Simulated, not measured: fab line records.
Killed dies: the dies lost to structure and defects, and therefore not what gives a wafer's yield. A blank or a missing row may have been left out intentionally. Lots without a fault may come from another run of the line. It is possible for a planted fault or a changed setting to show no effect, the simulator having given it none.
Struck lot and sound lot, side by side ; flow berkeley cmos170 ; 14 steps out of a route of 331
Sound: these wafers, L784.3, L784.4, L784.5. Wafers L803.1, L803.2, L803.3 were the ones struck. Last of all comes the cause.
For every step that has rows: the tool of each side, followed by ch and its chambers, followed by its first start. Under that, the readings that differ: sound wafers ; struck wafers ; difference of the means ; sigmas: that difference in standard deviations of wafers without a fault.
alike: readings with means less than 2 such deviations apart, plus words and numbers identical on both sides. not compared: withheld readings, readings lacking a value on some wafer, bounds such as >300 that could conceal the same value, and numbers that have no deviation in the record and whose values overlap.
Wherever a step has rows on one side only, a row that says differs or no value, or a row with sigmas, the two part there. Numbers that have no deviation but don't overlap get no sigmas and don't part them. A reading that every wafer of one side lacks parts them only if that side has two wafers or more.

UCB170_ACTIVE_ETCH_15: etches Si3N4 in CH3F/Ar/O2, stops on SiO2, target depth 242 nm, time 151 s.
  sound on rie diel-02 ch 1,2, day 4 12:27; struck on rie diel-04 ch 1,2,3, day 8 16:49
  alike: drypump motor current A, oes product au, throttle valve pct
  not compared: rf hours counter h
UCB170_ACTIVE_STRIP_16: strips in O2.
  sound on plasma asher-04 ch 0,1, day 4 12:35; struck on plasma asher-01 ch 0,1, day 8 16:55
  alike: chamber pressure mTorr, drypump motor current A, oes product au, strip time to endpoint s
  not compared: rf hours counter h
UCB170_ACTIVE_CD_MEAS_90: target cd 1200 nm.
  sound: cd sem-02 at day 4 12:42; struck: cd sem-02 at day 8 17:01
  alike: cd nm
then, 7 steps without rows for these wafers: UCB170_ACTIVE_CLEAN_17 (cleans in SPM, time 600 s); UCB170_PFIELD_HMDS_00 (prime time 60 s); UCB170_PFIELD_COAT_01 (resist thk 900 nm); UCB170_PFIELD_SOFTBAKE_02 (time 60 s); UCB170_PFIELD_EXPOSE_03 (exposes mask PFIELD, target cd 1500 nm); UCB170_PFIELD_PEB_04; UCB170_PFIELD_DEVELOP_05 (develop time 45 s).
UCB170_PFIELD_OVL_MEAS_06:
  sound: overlay-01 at day 4 14:10; struck: overlay-02 at day 8 18:17
  alike: PFIELD_OVL
after that, 1 step had no rows for these wafers: UCB170_PFIELD_IMPLANT_07.
UCB170_PFIELD_STRIP_08: strips in O2.
  sound on plasma asher-03 ch 0,1, day 4 14:22; struck on plasma asher-04 ch 0,1, day 8 18:28
  no value came back on the struck wafers for chamber pressure mTorr (mTorr), drypump motor current A (A), oes product au (a.u.), strip time to endpoint s (s); on the sound wafers chamber pressure mTorr (mTorr) reads 3497 3494 3504
reading;sound;struck;difference;sigmas
model.KrF_of_PFIELD_COAT_01.thk nm (nm);0 0 0;886.8 887.8 888.1;+887.6;
  not compared: rf hours counter h
UCB170_PFIELD_TW_MEAS_09:
  sound: film metro-02 at day 4 14:27; struck: film metro-03 at day 8 18:34
  alike: PFIELD_TW

WHERE THEY PART
Only at UCB170_PFIELD_STRIP_08, as far as this record shows. Later steps at which nothing parts them and some readings are alike: UCB170_PFIELD_TW_MEAS_09.

WHY: what the simulator had put in
At UCB170_PFIELD_STRIP_08, the step was skipped entirely on plasma asher-04 from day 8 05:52 on. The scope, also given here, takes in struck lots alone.
